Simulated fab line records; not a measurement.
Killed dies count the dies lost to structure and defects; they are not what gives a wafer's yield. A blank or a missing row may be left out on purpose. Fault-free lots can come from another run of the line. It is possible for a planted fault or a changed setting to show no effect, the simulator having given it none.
Split-lot experiment | flow ritCmos | route with 202 steps; 5 lots, 23 wafers read

## SPLIT DETAILS
At RIT_GATE_CVD_08 (deposits poly-Si from SiH4, target thk 250 nm, time 2220 s), the setting pressureMtorr was moved away from the recipe's 300 mTorr on 15 of the 23 wafers read, by -12.2% to +11.5%. The other wafers ran this setting at the recipe's value.

No step appears in the file between the split and the reading.

## THE READING
GATE_POLY_THK in nanometres, read at RIT_GATE_THK_MEAS_09. A value of 251.0 nm with a standard deviation of 2.8 nm is what fault-free wafers of this fab line usually give.

wafer  | tool, chamber at the split | pressureMtorr as run, mTorr | against the recipe | GATE_POLY_THK, nm | against lot-mates on the recipe
L074.1 | -, -                       | 300                         | recipe             | 248.4             | -
L074.2 | -, -                       | 300                         | recipe             | 249.3             | -
L074.3 | -, -                       | 300                         | recipe             | 248.9             | -
L074.4 | -, -                       | 300                         | recipe             | 248.4             | -
L074.5 | -, -                       | 300                         | recipe             | 249.4             | -
L075.1 | -, -                       | 263.5                       | -12.2%             | 232.6             | no lot-mate on the recipe
L075.2 | -, -                       | 263.5                       | -12.2%             | 234.4             | no lot-mate on the recipe
L075.3 | -, -                       | 263.5                       | -12.2%             | 234.2             | no lot-mate on the recipe
L075.4 | -, -                       | 263.5                       | -12.2%             | 235.6             | no lot-mate on the recipe
L075.5 | -, -                       | 263.5                       | -12.2%             | 234.3             | no lot-mate on the recipe
L077.1 | -, -                       | 333.7                       | +11.2%             | 265.5             | no lot-mate on the recipe
L077.2 | -, -                       | 333.7                       | +11.2%             | 266.5             | no lot-mate on the recipe
L077.4 | -, -                       | 333.7                       | +11.2%             | 266.5             | no lot-mate on the recipe
L077.5 | -, -                       | 333.7                       | +11.2%             | 267.8             | no lot-mate on the recipe
L077.6 | -, -                       | 333.7                       | +11.2%             | 267.1             | no lot-mate on the recipe
L078.1 | -, -                       | 334.4                       | +11.5%             | 265.4             | no lot-mate on the recipe
L078.2 | -, -                       | 334.4                       | +11.5%             | 265.3             | no lot-mate on the recipe
L078.3 | -, -                       | 334.4                       | +11.5%             | 265.1             | no lot-mate on the recipe
L078.4 | -, -                       | 334.4                       | +11.5%             | 264.9             | no lot-mate on the recipe
L078.5 | -, -                       | 334.4                       | +11.5%             | 264.0             | no lot-mate on the recipe
L085.4 | lpcvd-01, 1                | 300                         | recipe             | 250.6             | -
L085.5 | lpcvd-01, 1                | 300                         | recipe             | 253.5             | -
L085.6 | lpcvd-01, 1                | 300                         | recipe             | 253.1             | -

THE FIT
A straight line over all 23 wafers: GATE_POLY_THK changes by +1.35 nm for each +1% of pressureMtorr; r = +0.99; the points scatter about the line by 1.5 nm.
Too few moved wafers have a lot-mate on the recipe to fit a line with each lot's own level taken away.

## THE WHOLE CHAIN: every reading that the file lists as answering this split, in the file's order
step                 | what it does                                                                    | reading                                                                       | change (the file's fit)              | r (the file's)
RIT_GATE_CVD_08      | deposits poly-Si from SiH4, target thk 250 nm, time 2220 s                      | poly-Si_of_GATE_CVD_08.thkNm (the simulator's own value, which no gauge read) | +1.34 nm for each +1% of the setting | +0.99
RIT_GATE_THK_MEAS_09 |                                                                                 | GATE_POLY_THK                                                                 | +1.35 for each +1% of the setting    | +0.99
RIT_GATE_ETCH_19     | etches poly-Si in SF6/CHF3/O2, stops on SiO2, time 165 s, target depth 312.5 nm | GATE.featureDepthNm (the simulator's own value, which no gauge read)          | +1.34 nm for each +1% of the setting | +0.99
RIT_GATE_ETCH_19     | etches poly-Si in SF6/CHF3/O2, stops on SiO2, time 165 s, target depth 312.5 nm | etch.depthNm (the simulator's own value, which no gauge read)                 | +1.32 nm for each +1% of the setting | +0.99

## FILE'S OWN FIT
GATE_POLY_THK changes by +1.35 nm for each +1% of pressureMtorr, r = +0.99.
